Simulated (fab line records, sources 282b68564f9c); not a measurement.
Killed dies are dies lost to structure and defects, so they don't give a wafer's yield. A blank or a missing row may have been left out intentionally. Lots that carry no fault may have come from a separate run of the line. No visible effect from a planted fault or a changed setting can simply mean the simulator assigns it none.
Matching of chambers ; flow ritCmos ; RIT_CONTACT_CVD_00 on pecvd-04 has 3 sister chambers
The step deposits SiO2 from TEOS, target thk 400 nm, time 61 s. 6 wafers are shown with their chamber, then 7 later ones without.

== WAFERS, EACH WITH ITS CHAMBER ==
wafer;chamber;heaterPowerW (W)
L385.2;2;391
L387.1;1;338
L387.2;0;286
L387.5;2;377
L390.1;1;332
L390.3;0;269

== WAFERS WITH NO CHAMBER GIVEN ==
wafer;heaterPowerW (W)
L390.5;338
L393.2;339
L393.3;383
L393.6;321
L396.1;346
L396.2;323
L396.5;260

== WHICH CHAMBER EACH ONE RAN IN ==
wafer;from the rows above;in truth
L390.5;1;1
L393.2;1;1
L393.3;2;2
L393.6;1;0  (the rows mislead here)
L396.1;1;1
L396.2;1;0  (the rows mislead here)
L396.5;0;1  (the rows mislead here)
Placed correctly: 4 of 7. Left unplaced by these rows: 0. 3 placed wrongly.
How it was worked out, from the rows above alone: a wafer's distance from a chamber is the root of the sum, over the readings, of the square of ((its reading less the chamber's mean) divided by the reading's scatter). The wafer belongs to the nearest chamber; if the next one is less than 2 further off, it can't be placed. For every chamber, the mean is computed from those of its wafers that are shown. The scatter: take each reading less its chamber's mean, square it, sum over the shown wafers, divide by the number of wafers less the number of chambers, and take the root.
